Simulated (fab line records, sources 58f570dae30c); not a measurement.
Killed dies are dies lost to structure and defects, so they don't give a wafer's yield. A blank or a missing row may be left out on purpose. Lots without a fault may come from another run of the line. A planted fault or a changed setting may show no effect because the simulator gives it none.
fab line records | flow berkeley_cmos170
record lots=5 wafers=15 last_day=14
route steps=331 shown PWELL@43 WELLDRIVE@55 ACTIVE@60 PFIELD@79
lots that met no fault: from a run of the same line without faults
start_h: hours from the record's first day to the start of the lot's first wafer shown | wait_h: hours since the lot's step before | " the same as in the row above | L1.1+2: a row that stands for several wafers | - no value, or no start given | * or withheld: withheld | < > ~ a bound
route shown NAME@n: a module of which the file shows steps, and the number in the route of the first | usual: mean/standard deviation of fault-free wafers | same: alike in all rows | chamber/n: place in a boat | sites: the reading at each site | _std_site: their standard deviation | _edge_site: outer sites' mean less inner sites' | radius_mm: how far each site lies from the wafer's centre | mask NAME#n: copy n | behind: the tool/chamber that last shaped the wafer | hold: why the lot was held/for how many hours/how that ended | device: the transistor (n, p or np) that didn't switch | end of line: the same wafers' tests at the end of the route | a step without rows: its recipe alone | killed: dies lost to structure and defects at the first sort, not the wafer's yield | map: a wafer's dies, x killed, . not, _ none there
set.NAME: the setting as run; set.NAME@STEP: as run at that earlier step | model.NAME: the simulator's own value behind a step, which no gauge read
lots at some steps of the route; a table a step, a row a wafer
services: from which hour (start_h, from the record's first day; less than 0 if before it) a tool's chamber was out of use, for how many hours, and why
## steps
# step UCB170_PWELL_SOFTBAKE_09
# recipe resist=KrF temp_c=130 time_s=60
# columns lot.wafer tool chamber start_h wait_h
L074.1+2+3 litho_track-04 0 57.19 0.1
L079.1+3+4 litho_track-04 0 86.22 0.1
L091.1+3+4 litho_track-01 0 134.75 0.1
L093.1+3+6 litho_track-02 0 150.58 0.1
L096.1+2+4 litho_track-01 0 162.94 0.1
# step UCB170_PWELL_EXPOSE_10
# recipe mask_id=PWELL target_cd_nm=3000 na=0.5 sigma_outer=0.6 source_shape=conventional dose_mj=19
# columns lot.wafer tool chamber start_h wait_h mask
L074.1+2+3 krf_scanner-01 0 57.34 0.1 PWELL#0
L079.1+3+4 krf_scanner-02 0 86.68 0.4 PWELL#0
L091.1+3+4 krf_scanner-01 0 135.02 0.2 PWELL#0
L093.1+3+6 krf_scanner-02 0 150.97 0.4 PWELL#0
L096.1+2+4 krf_scanner-01 0 163.09 0.1 PWELL#0
# step UCB170_PWELL_PEB_11
# recipe peb_temp_c=130 peb_time_s=withheld resist=KrF
# columns lot.wafer tool chamber start_h wait_h
L074.1+2+3 litho_track-02 0 57.78 0.4
L079.1+3+4 litho_track-02 0 86.83 0.1
L091.1+3+4 litho_track-01 0 135.14 0.1
L093.1+3+6 litho_track-04 0 151.41 0.4
L096.1+2+4 litho_track-02 0 164.05 0.9
# step UCB170_PWELL_DEVELOP_12
# recipe developer=TMAH develop_time_s=45 resist=KrF dev_temp_c=21
# columns lot.wafer tool chamber start_h wait_h
L074.1+2+3 litho_track-02 0 - -
L079.1+3+4 litho_track-02 0 - -
L091.1+3+4 litho_track-01 0 - -
L093.1+3+6 litho_track-04 0 - -
L096.1+2+4 litho_track-02 0 - -
# step UCB170_PWELL_OVL_MEAS_13
# usual PWELL_OVL=-2/5.2
# columns lot.wafer tool chamber start_h wait_h PWELL_OVL[nm]
L074.1 overlay-01 - 58.05 - -3
L074.2 " - " " 0
L074.3 " - " " 1
L079.1 overlay-01 - 87.10 - 1
L079.3 " - " " -4
L079.4 " - " " -1
L091.1 overlay-02 - 135.42 - -2
L091.3 " - " " -7
L091.4 " - " " -7
L093.1 overlay-02 - 151.68 - -4
L093.3 " - " " -4
L093.6 " - " " 6
L096.1 overlay-02 - 164.33 - -5
L096.2 " - " " -10
L096.4 " - " " -6
# step UCB170_PWELL_ETCH_14
# recipe chemistry=CH3F/Ar/O2 target=Si3N4 stop_on=SiO2 CH3F_flow_sccm=20 Ar_flow_sccm=50 O2_flow_sccm=7 pressure_mtorr=50 rf_w=450 target_depth_a=2420 over_etch_frac=0.1 time_s=151
# usual drypump_motor_current_A=5.9/0.36 oes_product_au=0.938/0.01 throttle_valve_pct=8.05/0.11
# columns lot.wafer tool chamber start_h wait_h drypump_motor_current_A oes_product_au rf_hours_counter_h throttle_valve_pct
L074.1 rie_diel-04 2 58.09 0.0 6.3 0.924 7 7.96
L074.2 " 1 " " 6.3 0.930 12 8.09
L074.3 " 3 " " 6.2 0.924 85 7.89
L079.1 rie_diel-01 2 87.14 0.0 5.4 0.937 0 8.03
L079.3 " 0 " " 5.6 0.934 - 8.20
L079.4 " 2 " " 5.4 0.939 - 8.02
L091.1 rie_diel-01 1 135.45 0.0 6.0 0.933 2 8.11
L091.3 " 0 " " 5.6 0.932 0 8.17
L091.4 " 3 " " 5.8 0.929 148 7.95
L093.1 rie_diel-01 1 151.72 0.0 6.0 0.951 3 8.10
L093.3 " 3 " " 5.8 0.946 148 7.95
L093.6 " 0 " " 5.6 0.943 - 8.20
L096.1 rie_diel-04 3 164.36 0.0 6.2 0.935 91 7.90
L096.2 " 1 " " 6.3 0.951 17 8.08
L096.4 " 2 " " 6.4 0.933 12 7.96
# step UCB170_PWELL_IMPLANT_15
# recipe species=B dose_cm2=5e+12 energy_kev=60 tilt_deg=7
# same implant_ion_amu=11
# columns lot.wafer tool chamber start_h wait_h
L074.1+2+3 implanter-02 0 58.19 0.1
L079.1+3+4 implanter-02 0 87.29 0.1
L091.1+3+4 implanter-02 0 135.55 0.1
L093.1+3+6 implanter-04 0 151.82 0.1
L096.1+2+4 implanter-02 0 164.46 0.1
# step UCB170_PWELL_STRIP_16
# recipe chemistry=O2 power_w=400 pressure_mtorr=3500 platen_temp_c=withheld o2_flow_sccm=400 overash_fraction=0.5
# usual drypump_motor_current_A=5.7/0.46 oes_product_au=0.720/0.0046 strip_time_to_endpoint_s=18.07/0.073
# same overash_fraction=0.5
# columns lot.wafer tool chamber start_h wait_h drypump_motor_current_A oes_product_au rf_hours_counter_h strip_time_to_endpoint_s
L074.1 plasma_asher-04 1 58.34 0.1 5.0 0.722 28 18.15
L074.2 " 0 " " 6.0 0.721 28 17.94
L074.3 " 1 " " 5.0 0.721 - 17.94
L079.1 plasma_asher-02 1 87.44 0.1 6.0 0.727 35 18.23
L079.3 " 0 " " 5.2 0.722 - 18.08
L079.4 " 1 " " 6.0 0.723 - 18.17
L091.1 plasma_asher-02 1 135.70 0.1 6.1 0.724 40 18.09
L091.3 " 0 " " 5.2 0.716 - 18.22
L091.4 " 1 " " 6.1 0.717 - 18.06
L093.1 plasma_asher-02 1 151.97 0.1 6.1 0.715 42 17.98
L093.3 " 0 " " 5.2 0.720 - 17.99
L093.6 " 1 " " 6.0 0.717 - 18.10
L096.1 plasma_asher-04 0 164.61 0.1 6.1 0.714 41 18.06
L096.2 " 1 " " 5.0 0.715 41 18.00
L096.4 " 1 " " 5.0 0.713 - 18.09
# step UCB170_PWELL_TW_MEAS_17
# usual PWELL_TW=378.5/2.4
# columns lot.wafer tool chamber start_h wait_h PWELL_TW
L074.1 film_metro-04 - 58.44 0.1 376.0
L074.2 " - " " 375.2
L074.3 " - " " 373.8
L079.1 film_metro-03 - 87.54 0.1 379.1
L079.3 " - " " 376.2
L079.4 " - " " 378.8
L091.1 film_metro-04 - 135.80 0.1 378.7
L091.3 " - " " 377.3
L091.4 " - " " 379.1
L093.1 film_metro-04 - 152.07 0.1 377.4
L093.3 " - " " 377.5
L093.6 " - " " 378.1
L096.1 film_metro-04 - 164.71 0.1 374.4
L096.2 " - " " 375.2
L096.4 " - " " 374.9
# step UCB170_PWELL_CLEAN_18
# recipe chemistry=SPM temp_c=120 time_s=600
# columns lot.wafer tool chamber start_h wait_h
L074.1+2+3 wet_bench-01 1 59.58 1.1
L079.1+3+4 wet_bench-04 3 87.60 0.1
L091.1+3+4 wet_bench-04 0 136.23 0.4
L093.1+3+6 wet_bench-04 3 152.13 0.1
L096.1+2+4 wet_bench-01 3 164.98 0.3
# step UCB170_PWELL_WET_ETCH_19
# recipe chemistry=H3PO4 target=Si3N4 temp_c=160 time_s=14400
# columns lot.wafer tool chamber start_h wait_h
L074.1+2+3 wet_bench-01 3 59.93 0.2
L079.1+3+4 wet_bench-04 3 87.77 0.0
L091.1+3+4 wet_bench-04 0 136.42 0.0
L093.1+3+6 wet_bench-02 0 152.30 0.0
L096.1+2+4 wet_bench-01 2 165.50 0.3
# step UCB170_PWELL_WET_ETCH_20
# recipe chemistry=BOE dilution=5:1 target=SiO2 temp_c=25 time_s=22
# columns lot.wafer tool chamber start_h wait_h
L074.1+2+3 wet_bench-04 3 63.94 0.0
L079.1+3+4 wet_bench-04 2 91.96 0.2
L091.1+3+4 wet_bench-02 0 140.79 0.0
L093.1+3+6 wet_bench-02 0 156.66 0.3
L096.1+2+4 wet_bench-01 1 169.51 0.0
# step UCB170_WELLDRIVE_CLEAN_00
# recipe chemistry=SPM temp_c=120 time_s=600
# columns lot.wafer tool chamber start_h wait_h
L074.1+2+3 wet_bench-02 1 63.96 0.0
L079.1+3+4 wet_bench-01 1 91.99 0.0
L091.1+3+4 wet_bench-01 3 140.81 0.0
L093.1+3+6 wet_bench-01 0 156.83 0.1
L096.1+2+4 wet_bench-04 1 169.52 0.0
# step UCB170_WELLDRIVE_OXIDATION_01
# recipe temp_c=1100 ambient=O2 target_thk_a=1990 ox_time_s=9000
# usual tube_center_temp_C_max=1102.9/0.47 zone_power_load_pct=44/3.6
# columns lot.wafer tool chamber start_h wait_h tube_center_temp_C_max zone_power_load_pct
L074.1 furnace-04 0 68.37 4.2 1102.5 45
L074.2 " 0 " " 1102.7 45
L074.3 " 0 " " 1102.9 46
L079.1 furnace-02 0 95.64 3.5 1103.2 41
L079.3 " 0 " " 1103.0 40
L079.4 " 0 " " 1102.6 41
L091.1 furnace-04 0 143.14 2.2 1102.7 45
L091.3 " 0 " " 1102.2 45
L091.4 " 0 " " 1102.8 46
L093.1 furnace-04 0 160.16 3.2 1102.1 45
L093.3 " 0 " " 1103.3 45
L093.6 " 0 " " 1103.1 44
L096.1 furnace-02 0 177.97 8.3 1103.1 41
L096.2 " 0 " " 1102.5 41
L096.4 " 0 " " 1103.3 41
# step UCB170_WELLDRIVE_THK_MEAS_02
# recipe reads=SiO2_of_WELLDRIVE_OXIDATION_01
# usual WELLDRIVE_OXIDE_THK=199/3.5
# columns lot.wafer tool chamber start_h wait_h WELLDRIVE_OXIDE_THK[nm]
L074.1 film_metro-03 - 71.87 0.0 202
L074.2 " - " " 202
L074.3 " - " " 201
L079.1 film_metro-01 - 99.14 0.0 195
L079.3 " - " " 203
L079.4 " - " " 200
L091.1 film_metro-02 - 146.64 0.0 191
L091.3 " - " " 192
L091.4 " - " " 192
L093.1 film_metro-03 - 163.66 0.0 199
L093.3 " - " " 201
L093.6 " - " " 197
L096.1 film_metro-02 - 181.47 0.0 199
L096.2 " - " " 201
L096.4 " - " " 201
# step UCB170_WELLDRIVE_ANNEAL_03
# recipe temp_c=1100 time_s=900 ambient=N2
# usual tube_center_temp_C_max=1102.8/0.47 zone_power_load_pct=44/3.9
# columns lot.wafer tool chamber start_h wait_h tube_center_temp_C_max zone_power_load_pct
L074.1 furnace-02 0 75.19 3.3 1102.6 40
L074.2 " 0 " " 1102.1 41
L074.3 " 0 " " 1103.0 41
L079.1 furnace-04 0 103.82 4.7 1103.4 45
L079.3 " 0 " " 1101.9 46
L079.4 " 0 " " 1102.7 45
L091.1 furnace-02 0 149.99 3.3 1103.2 40
L091.3 " 0 " " 1102.9 40
L091.4 " 0 " " 1102.7 41
L093.1 furnace-04 0 169.26 5.6 1103.0 45
L093.3 " 0 " " 1103.0 46
L093.6 " 0 " " 1102.3 45
L096.1 furnace-01 0 190.22 8.7 1103.0 49
L096.2 " 0 " " 1103.2 50
L096.4 " 0 " " 1103.3 50
# step UCB170_WELLDRIVE_WET_ETCH_04
# recipe chemistry=BOE dilution=5:1 target=SiO2 temp_c=25 time_s=120
# columns lot.wafer tool chamber start_h wait_h
L074.1+2+3 wet_bench-04 2 76.44 0.0
L079.1+3+4 wet_bench-02 0 105.07 0.0
L091.1+3+4 wet_bench-04 2 151.24 0.0
L093.1+3+6 wet_bench-01 3 170.51 0.0
L096.1+2+4 wet_bench-02 1 191.51 0.0
# step UCB170_ACTIVE_CLEAN_00
# recipe chemistry=SPM temp_c=120 time_s=600
# columns lot.wafer tool chamber start_h wait_h
L074.1+2+3 wet_bench-02 3 76.48 0.0
L079.1+3+4 wet_bench-04 2 105.11 0.0
L091.1+3+4 wet_bench-02 3 151.28 0.0
L093.1+3+6 wet_bench-04 1 170.55 0.0
L096.1+2+4 wet_bench-02 0 191.55 0.0
# step UCB170_ACTIVE_CLEAN_01
# recipe chemistry=dHF dilution=25:1 time_s=60
# columns lot.wafer tool chamber start_h wait_h
L074.1+2+3 wet_bench-01 3 76.68 0.0
L079.1+3+4 wet_bench-02 1 105.34 0.1
L091.1+3+4 wet_bench-01 1 151.46 0.0
L093.1+3+6 wet_bench-02 1 170.72 0.0
L096.1+2+4 wet_bench-02 3 191.73 0.0
# step UCB170_ACTIVE_OXIDATION_02
# recipe temp_c=1000 ambient=O2 target_thk_a=264 ox_time_s=1260
# usual tube_center_temp_C_max=1002.6/0.41 zone_power_load_pct=37.2/2.8
# columns lot.wafer tool chamber start_h wait_h tube_center_temp_C_max zone_power_load_pct
L074.1 furnace-04 0 82.14 5.4 1002.7 35.3
L074.2 " 0 " " 1002.5 35.3
L074.3 " 0 " " 1002.7 35.1
L079.1 furnace-04 0 111.24 5.9 1002.7 35.7
L079.3 " 0 " " 1002.4 35.6
L079.4 " 0 " " 1002.9 35.4
L091.1 furnace-01 0 156.93 5.4 1002.8 39.4
L091.3 " 0 " " 1003.0 39.5
L091.4 " 0 " " 1002.3 39.6
L093.1 furnace-01 0 179.27 8.5 1002.1 39.2
L093.3 " 0 " " 1002.8 39.5
L093.6 " 0 " " 1002.8 39.3
L096.1 furnace-01 0 199.72 8.0 1002.8 38.9
L096.2 " 0 " " 1003.0 38.7
L096.4 " 0 " " 1002.2 39.9
# step UCB170_ACTIVE_THK_MEAS_03
# recipe reads=SiO2_of_ACTIVE_OXIDATION_02
# usual ACTIVE_OXIDE_THK=26.4/0.48
# columns lot.wafer tool chamber start_h wait_h ACTIVE_OXIDE_THK[nm]
L074.1 film_metro-01 - 83.49 0.0 26.5
L074.2 " - " " 26.1
L074.3 " - " " 26.2
L079.1 film_metro-01 - 112.59 0.0 26.3
L079.3 " - " " 25.9
L079.4 " - " " 26.3
L091.1 film_metro-01 - 158.28 0.0 26.3
L091.3 " - " " 26.0
L091.4 " - " " 25.9
L093.1 film_metro-02 - 180.62 0.0 25.4
L093.3 " - " " 26.1
L093.6 " - " " 25.5
L096.1 film_metro-02 - 201.07 0.0 26.1
L096.2 " - " " 26.0
L096.4 " - " " 26.4
# step UCB170_ACTIVE_ANNEAL_04
# recipe temp_c=1000 time_s=900 ambient=N2
# usual tube_center_temp_C_max=1002.6/0.45 zone_power_load_pct=36.2/2.8
# columns lot.wafer tool chamber start_h wait_h tube_center_temp_C_max zone_power_load_pct
L074.1 furnace-04 0 88.54 5.0 1003.0 35.5
L074.2 " 0 " " 1002.2 35.8
L074.3 " 0 " " 1002.6 35.0
L079.1 furnace-02 0 116.26 3.7 1002.5 32.1
L079.3 " 0 " " 1002.3 31.9
L079.4 " 0 " " 1003.1 31.6
L091.1 furnace-04 0 163.66 5.4 1003.0 35.6
L091.3 " 0 " " 1002.2 36.2
L091.4 " 0 " " 1002.6 36.1
L093.1 furnace-01 0 188.97 8.3 1002.1 39.1
L093.3 " 0 " " 1002.4 39.4
L093.6 " 0 " " 1002.3 38.5
L096.1 furnace-02 0 211.85 10.8 1002.6 32.7
L096.2 " 0 " " 1002.1 32.0
L096.4 " 0 " " 1002.3 32.1
# step UCB170_ACTIVE_CVD_05
# recipe material=Si3N4 target_thk_nm=220 temp_c=800 precursor=SiH2Cl2/NH3 time_s=3300 pressure_mtorr=200 sih2cl2_flow_sccm=25 nh3_flow_sccm=75
# usual pressure_mtorr=200.0/0.39 zone_power_load_pct=21.8/0.85
# columns lot.wafer tool chamber start_h wait_h pressure_mtorr zone_power_load_pct
L074.1 lpcvd-02 0 89.79 0.0 200.5 21.5
L074.2 " 0 " " 200.3 21.2
L074.3 " 0 " " 199.8 21.2
L079.1 lpcvd-02 1 117.51 0.0 199.3 21.1
L079.3 " 1 " " 199.9 21.4
L079.4 " 1 " " 200.5 21.4
L091.1 lpcvd-02 1 164.91 0.0 200.2 21.4
L091.3 " 1 " " 199.9 21.2
L091.4 " 1 " " 200.4 21.5
L093.1 lpcvd-01 0 190.22 0.0 200.2 23.3
L093.3 " 0 " " 200.6 22.9
L093.6 " 0 " " 200.4 23.5
L096.1 lpcvd-02 0 213.10 0.0 199.8 20.9
L096.2 " 0 " " 199.7 21.0
L096.4 " 0 " " 199.7 21.3
# step UCB170_ACTIVE_THK_MEAS_06
# recipe reads=Si3N4_of_ACTIVE_CVD_05
# usual ACTIVE_NITRIDE_THK=220.0/1.8
# columns lot.wafer tool chamber start_h wait_h ACTIVE_NITRIDE_THK[nm]
L074.1 film_metro-02 - 91.71 0.0 215.8
L074.2 " - " " 215.2
L074.3 " - " " 216.6
L079.1 film_metro-01 - 119.43 0.0 220.8
L079.3 " - " " 219.3
L079.4 " - " " 220.8
L091.1 film_metro-02 - 166.82 0.0 219.2
L091.3 " - " " 221.2
L091.4 " - " " 218.5
L093.1 film_metro-01 - 192.13 0.0 221.2
L093.3 " - " " 220.3
L093.6 " - " " 221.5
L096.1 film_metro-02 - 215.02 0.0 217.9
L096.2 " - " " 216.9
L096.4 " - " " 216.7
# step UCB170_ACTIVE_HMDS_07
# recipe prime_time_s=60 prime_temp_c=100
# columns lot.wafer tool chamber start_h wait_h
L074.1+2+3 litho_track-04 0 91.77 0.1
L079.1+3+4 litho_track-01 0 119.55 0.1
L091.1+3+4 litho_track-01 0 166.88 0.1
L093.1+3+6 litho_track-03 0 192.19 0.1
L096.1+2+4 litho_track-01 0 215.08 0.1
# step UCB170_ACTIVE_COAT_08
# recipe resist=KrF spin_rpm=1500 resist_thk_nm=900
# columns lot.wafer tool chamber start_h wait_h
L074.1+2+3 litho_track-04 0 91.92 0.1
L079.1+3+4 litho_track-01 0 119.70 0.1
L091.1+3+4 litho_track-01 0 167.03 0.1
L093.1+3+6 litho_track-03 0 192.34 0.1
L096.1+2+4 litho_track-01 0 215.23 0.1
# step UCB170_ACTIVE_SOFTBAKE_09
# recipe resist=KrF temp_c=130 time_s=60
# columns lot.wafer tool chamber start_h wait_h
L074.1+2+3 litho_track-04 0 92.07 0.1
L079.1+3+4 litho_track-01 0 119.85 0.1
L091.1+3+4 litho_track-01 0 167.18 0.1
L093.1+3+6 litho_track-03 0 192.49 0.1
L096.1+2+4 litho_track-01 0 215.38 0.1
# step UCB170_ACTIVE_EXPOSE_10
# recipe mask_id=ACTIVE target_cd_nm=1200 na=0.5 sigma_outer=0.6 source_shape=conventional dose_mj=20
# columns lot.wafer tool chamber start_h wait_h mask
L074.1+2+3 krf_scanner-01 0 92.34 0.2 ACTIVE#0
L079.1+3+4 krf_scanner-01 0 120.12 0.2 ACTIVE#0
L091.1+3+4 krf_scanner-01 0 167.46 0.2 ACTIVE#0
L093.1+3+6 krf_scanner-01 0 192.64 0.1 ACTIVE#0
L096.1+2+4 krf_scanner-01 0 215.77 0.4 ACTIVE#0
# step UCB170_ACTIVE_PEB_11
# recipe peb_temp_c=130 peb_time_s=withheld resist=KrF
# columns lot.wafer tool chamber start_h wait_h
L074.1+2+3 litho_track-01 0 92.46 0.1
L079.1+3+4 litho_track-03 0 120.74 0.6
L091.1+3+4 litho_track-03 0 168.03 0.6
L093.1+3+6 litho_track-04 0 192.76 0.1
L096.1+2+4 litho_track-03 0 215.89 0.1
# step UCB170_ACTIVE_DEVELOP_12
# recipe developer=TMAH develop_time_s=45 resist=KrF dev_temp_c=21
# columns lot.wafer tool chamber start_h wait_h
L074.1+2+3 litho_track-01 0 - -
L079.1+3+4 litho_track-03 0 - -
L091.1+3+4 litho_track-03 0 - -
L093.1+3+6 litho_track-04 0 - -
L096.1+2+4 litho_track-03 0 - -
# step UCB170_ACTIVE_CD_MEAS_13
# recipe target_cd_nm=1200
# usual cd_nm=1199.9/1.2
# columns lot.wafer tool chamber start_h wait_h cd_nm
L074.1 cd_sem-01 - 92.73 - 1199.2
L074.2 " - " " 1199.8
L074.3 " - " " 1200.7
L079.1 cd_sem-01 - 121.01 - 1198.7
L079.3 " - " " 1199.4
L079.4 " - " " 1198.2
L091.1 cd_sem-01 - 168.50 - 1201.6
L091.3 " - " " 1199.7
L091.4 " - " " 1200.3
L093.1 cd_sem-01 - 193.03 - 1202.1
L093.3 " - " " 1199.9
L093.6 " - " " 1200.0
L096.1 cd_sem-02 - 216.16 - 1202.7
L096.2 " - " " 1200.4
L096.4 " - " " 1201.3
# step UCB170_ACTIVE_OVL_MEAS_14
# usual ACTIVE_OVL=1/5.7
# columns lot.wafer tool chamber start_h wait_h ACTIVE_OVL[nm]
L074.1 overlay-02 - 92.85 0.1 -2
L074.2 " - " " -9
L074.3 " - " " -6
L079.1 overlay-01 - 121.13 0.1 -2
L079.3 " - " " -1
L079.4 " - " " 8
L091.1 overlay-02 - 168.62 0.1 1
L091.3 " - " " 4
L091.4 " - " " -9
L093.1 overlay-01 - 193.15 0.1 -9
L093.3 " - " " -12
L093.6 " - " " -13
L096.1 overlay-02 - 216.28 0.1 10
L096.2 " - " " 4
L096.4 " - " " 5
# step UCB170_ACTIVE_ETCH_15
# recipe chemistry=CH3F/Ar/O2 target=Si3N4 stop_on=SiO2 CH3F_flow_sccm=20 Ar_flow_sccm=50 O2_flow_sccm=7 pressure_mtorr=50 rf_w=450 target_depth_a=2420 over_etch_frac=0.1 time_s=151
# usual drypump_motor_current_A=5.8/0.33 oes_product_au=0.935/0.0081 throttle_valve_pct=8.05/0.084
# columns lot.wafer tool chamber start_h wait_h drypump_motor_current_A oes_product_au rf_hours_counter_h throttle_valve_pct
L074.1 rie_diel-01 2 92.89 0.0 5.4 0.927 1 8.01
L074.2 " 0 " " 5.6 0.913 163 8.20
L074.3 " 2 " " 5.4 0.932 - 8.02
L079.1 rie_diel-01 2 121.17 0.0 5.4 0.941 3 8.03
L079.3 " 3 " " 5.8 0.932 147 7.96
L079.4 " 3 " " 5.8 0.935 - 7.96
L091.1 rie_diel-02 1 168.66 0.0 6.4 0.930 84 8.06
L091.3 " 0 " " 5.5 0.936 82 8.05
L091.4 " 3 " " 5.7 0.932 14 7.96
L093.1 rie_diel-02 3 193.19 0.0 5.7 0.942 15 7.96
L093.3 " 2 " " 6.0 0.939 4 8.17
L093.6 " 3 " " 5.7 0.932 - 7.96
L096.1 rie_diel-02 3 216.32 0.0 5.7 0.926 16 7.96
L096.2 " 1 " " 6.3 0.933 86 8.05
L096.4 " 0 " " 5.5 0.928 84 8.04
# step UCB170_ACTIVE_STRIP_16
# recipe chemistry=O2 power_w=400 pressure_mtorr=3500 platen_temp_c=withheld o2_flow_sccm=400 overash_fraction=0.5
# usual drypump_motor_current_A=5.8/0.44 oes_product_au=0.722/0.0041 strip_time_to_endpoint_s=18.06/0.075
# same overash_fraction=0.5
# columns lot.wafer tool chamber start_h wait_h drypump_motor_current_A oes_product_au rf_hours_counter_h strip_time_to_endpoint_s
L074.1 plasma_asher-01 0 93.04 0.1 6.2 0.718 30 18.13
L074.2 " 1 " " 5.5 0.718 30 18.06
L074.3 " 0 " " 6.3 0.727 - 18.04
L079.1 plasma_asher-02 0 121.27 0.1 5.2 0.713 39 18.14
L079.3 " 1 " " 6.1 0.716 - 18.10
L079.4 " 0 " " 5.2 0.722 - 18.13
L091.1 plasma_asher-02 0 168.76 0.1 5.2 0.721 44 18.13
L091.3 " 0 " " 5.2 0.718 - 18.15
L091.4 " 1 " " 6.1 0.721 - 18.14
L093.1 plasma_asher-01 0 193.29 0.1 6.2 0.718 43 18.04
L093.3 " 0 " " 6.2 0.720 - 18.06
L093.6 " 0 " " 6.2 0.729 - 18.11
L096.1 plasma_asher-01 0 216.42 0.1 6.3 0.722 45 18.08
L096.2 " 1 " " 5.5 0.718 45 17.99
L096.4 " 0 " " 6.3 0.722 - 18.13
# step UCB170_ACTIVE_CD_MEAS_90
# recipe target_cd_nm=1200
# usual cd_nm=1199.9/1.2
# columns lot.wafer tool chamber start_h wait_h cd_nm
L074.1 cd_sem-02 - 93.14 0.1 1198.7
L074.2 " - " " 1199.9
L074.3 " - " " 1200.1
L079.1 cd_sem-01 - 121.37 0.1 1198.7
L079.3 " - " " 1199.0
L079.4 " - " " 1198.5
L091.1 cd_sem-01 - 169.10 0.3 1201.8
L091.3 " - " " 1199.5
L091.4 " - " " 1200.3
L093.1 cd_sem-02 - 193.39 0.1 1201.7
L093.3 " - " " 1199.8
L093.6 " - " " 1200.0
L096.1 cd_sem-02 - 216.52 0.1 1202.9
L096.2 " - " " 1200.5
L096.4 " - " " 1201.3
# step UCB170_ACTIVE_CLEAN_17
# recipe chemistry=SPM temp_c=120 time_s=600
# columns lot.wafer tool chamber start_h wait_h
L074.1+2+3 wet_bench-01 2 93.26 0.1
L079.1+3+4 wet_bench-04 2 121.49 0.1
L091.1+3+4 wet_bench-02 1 169.22 0.1
L093.1+3+6 wet_bench-04 1 194.09 0.7
L096.1+2+4 wet_bench-01 0 216.64 0.1
# step UCB170_PFIELD_HMDS_00
# recipe prime_time_s=60 prime_temp_c=100
# columns lot.wafer tool chamber start_h wait_h
L074.1+2+3 litho_track-01 0 93.43 0.0
L079.1+3+4 litho_track-03 0 121.66 0.0
L091.1+3+4 litho_track-03 0 169.59 0.2
L093.1+3+6 litho_track-03 0 194.43 0.2
L096.1+2+4 litho_track-01 0 216.81 0.0
# step UCB170_PFIELD_COAT_01
# recipe resist=KrF spin_rpm=1500 resist_thk_nm=900
# columns lot.wafer tool chamber start_h wait_h
L074.1+2+3 litho_track-01 0 93.58 0.1
L079.1+3+4 litho_track-03 0 121.81 0.1
L091.1+3+4 litho_track-03 0 169.74 0.1
L093.1+3+6 litho_track-03 0 194.58 0.1
L096.1+2+4 litho_track-01 0 216.96 0.1
# step UCB170_PFIELD_SOFTBAKE_02
# recipe resist=KrF temp_c=130 time_s=60
# columns lot.wafer tool chamber start_h wait_h
L074.1+2+3 litho_track-01 0 93.73 0.1
L079.1+3+4 litho_track-03 0 121.96 0.1
L091.1+3+4 litho_track-03 0 169.89 0.1
L093.1+3+6 litho_track-03 0 194.73 0.1
L096.1+2+4 litho_track-01 0 217.11 0.1
# step UCB170_PFIELD_EXPOSE_03
# recipe mask_id=PFIELD na=0.5 sigma_outer=0.6 source_shape=conventional target_cd_nm=1500 dose_mj=30
# columns lot.wafer tool chamber start_h wait_h mask
L074.1+2+3 krf_scanner-01 0 94.35 0.6 PFIELD#0
L079.1+3+4 krf_scanner-02 0 122.24 0.2 PFIELD#0
L091.1+3+4 krf_scanner-01 0 170.17 0.2 PFIELD#0
L093.1+3+6 krf_scanner-02 0 194.93 0.2 PFIELD#0
L096.1+2+4 krf_scanner-01 0 217.39 0.2 PFIELD#0
# step UCB170_PFIELD_PEB_04
# recipe peb_temp_c=130 peb_time_s=withheld resist=KrF
# columns lot.wafer tool chamber start_h wait_h
L074.1+2+3 litho_track-02 0 94.60 0.2
L079.1+3+4 litho_track-03 0 122.56 0.3
L091.1+3+4 litho_track-01 0 171.03 0.8
L093.1+3+6 litho_track-01 0 195.05 0.1
L096.1+2+4 litho_track-02 0 217.51 0.1
# step UCB170_PFIELD_DEVELOP_05
# recipe developer=TMAH develop_time_s=45 resist=KrF dev_temp_c=21
# columns lot.wafer tool chamber start_h wait_h
L074.1+2+3 litho_track-02 0 - -
L079.1+3+4 litho_track-03 0 - -
L091.1+3+4 litho_track-01 0 - -
L093.1+3+6 litho_track-01 0 - -
L096.1+2+4 litho_track-02 0 - -
# step UCB170_PFIELD_OVL_MEAS_06
# usual PFIELD_OVL=1/5.7
# columns lot.wafer tool chamber start_h wait_h PFIELD_OVL[nm]
L074.1 overlay-02 - 94.88 - -2
L074.2 " - " " -1
L074.3 " - " " 0
L079.1 overlay-02 - 122.84 - -5
L079.3 " - " " 4
L079.4 " - " " -8
L091.1 overlay-02 - 171.31 - -2
L091.3 " - " " -1
L091.4 " - " " 4
L093.1 overlay-02 - 195.32 - 4
L093.3 " - " " -2
L093.6 " - " " 7
L096.1 overlay-02 - 217.78 - -5
L096.2 " - " " -1
L096.4 " - " " -1
# step UCB170_PFIELD_IMPLANT_07
# recipe species=B dose_cm2=2e+13 energy_kev=80 tilt_deg=7
# same implant_ion_amu=11
# columns lot.wafer tool chamber start_h wait_h
L074.1+2+3 implanter-04 0 94.91 0.0
L079.1+3+4 implanter-02 0 122.87 0.0
L091.1+3+4 implanter-03 0 171.34 0.0
L093.1+3+6 implanter-04 0 195.36 0.0
L096.1+2+4 implanter-04 0 217.82 0.0
## services
# columns tool chamber start_h hours kind
furnace-04 - 50.81 4.3 pm
rie_diel-01 0 51.99 7.7 repair
implanter-04 - 55.51 6.3 repair
rie_diel-01 2 58.26 8.5 repair
krf_scanner-01 - 64.18 0.8 pm
rie_diel-01 1 76.59 1.5 repair
krf_scanner-01 - 81.73 4.4 pm
furnace-01 - 82.80 1.5 pm
furnace-04 - 84.99 3.5 pm
rie_diel-01 3 87.05 14.0 repair
krf_scanner-01 - 98.50 7.2 repair
krf_scanner-01 - 101.96 0.6 repair
krf_scanner-01 - 105.65 1.0 pm
wet_bench-02 - 130.39 1.1 repair
furnace-01 - 131.76 3.1 pm
wet_bench-04 - 134.29 1.9 pm
rie_diel-01 3 137.03 3.2 repair
furnace-02 - 164.34 4.0 pm
implanter-02 - 167.90 3.2 repair
furnace-04 - 170.51 52.3 pm
krf_scanner-01 - 197.45 1.3 pm
implanter-02 - 206.72 15.5 pm
furnace-02 - 207.74 4.1 pm
rie_diel-01 0 217.39 13.7 repair
## key
fault none
